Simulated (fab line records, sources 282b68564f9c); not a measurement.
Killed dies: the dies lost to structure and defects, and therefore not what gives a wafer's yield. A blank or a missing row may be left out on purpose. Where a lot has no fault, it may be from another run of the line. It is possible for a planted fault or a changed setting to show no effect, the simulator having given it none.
A lot that was struck, set against a sound lot -- flow ritCmos -- 14 out of 202 route steps
Sound: the wafers L992.2, L992.3, L992.4. Wafers struck: L999.3, L999.4, L999.6. Last of all comes the cause.
At each step with rows: each side's tool, then ch and its chambers, then its first start. Under that, the readings that differ: sound wafers -- struck wafers -- difference of the means -- sigmas: that difference in standard deviations of wafers without a fault.
alike: a reading whose means differ by less than 2 such deviations, as well as words and numbers matching on both sides. not compared: withheld readings; readings where some wafer has no value; bounds like >300 that might hide an equal value; numbers whose values overlap and for which the record gives no deviation.
The two part at a step that has a row with sigmas, a row that says differs or no value, or rows on one side only. When numbers do not overlap yet have no deviation, they are printed without sigmas and do not part them. A reading that every wafer of one side lacks parts them only if that side has two wafers or more.

RIT_CONTACT_ETCH_11: etches SiO2 in CHF3/CF4/Ar, stops on TiSi2, target depth 480 nm, time 320 s.
  sound on rieDiel-02 ch 2,3, day 4 20:32; struck on rieDiel-02 ch 1,3, day 6 07:58
  alike: cf4FlowSccm, chamberPressureMTorr, drypumpMotorCurrentA, oesProductAu, throttleValvePct
  not compared: rfHoursCounterH
RIT_CONTACT_STRIP_12: strips in O2, time 180 s.
  sound on plasmaAsher-03 ch 0,1, day 4 20:44; struck on plasmaAsher-02 ch 0,1, day 6 08:13
  alike: chamberPressureMTorr, drypumpMotorCurrentA
  not compared: rfHoursCounterH
RIT_CONTACT_CD_MEAS_90 targets a cd of 1000 nm.
  sound on cdSem-01 at day 4 20:55; struck on cdSem-01 at day 6 08:22
  alike: cdNm
then, 2 steps without rows for these wafers: RIT_CONTACT_CLEAN_13 (cleans in SC1, time 600 s); RIT_CONTACT_CLEAN_14 (cleans in SC2, time 600 s).
RIT_M1_SPUTTER_00: material Al, target thk 400 nm, time 500 s.
  sound on pvdSputter-01 at day 4 21:23; struck on pvdSputter-04 at day 6 08:48
  alike: throttleValvePct
RIT_M1_RS_MEAS_01: uses a four-point probe to measure.
  sound on filmMetro-04 at day 4 21:42; struck on filmMetro-03 at day 6 09:08
  alike: M1_AL_RS
RIT_M1_THK_MEAS_02: measures by xrf.
  sound on filmMetro-04 at day 4 21:49; struck on filmMetro-03 at day 6 09:14
  alike: M1_AL_THK
then, 4 steps without rows for these wafers: RIT_M1_HMDS_03 (prime time 60 s); RIT_M1_COAT_04 (resist thk 1300 nm); RIT_M1_SOFTBAKE_05 (time 60 s); RIT_M1_EXPOSE_06 (exposes mask M12, target cd 2600 nm).
RIT_M1_PEB_07:
  sound on lithoTrack-02 ch 0, day 4 22:36; struck on lithoTrack-01, day 6 09:53
reading,sound,struck,difference,sigmas
exhaustPa (Pa),45.3 44.7 44.0,- - -,no value on the struck wafers,
  not compared: chillPlateTempC
then, 1 step without rows for these wafers: RIT_M1_DEVELOP_08 (develop time 68 s).

## WHERE THEY PART
At RIT_M1_PEB_07 and nowhere else, as far as this record goes.

WHY: what the simulator had put in
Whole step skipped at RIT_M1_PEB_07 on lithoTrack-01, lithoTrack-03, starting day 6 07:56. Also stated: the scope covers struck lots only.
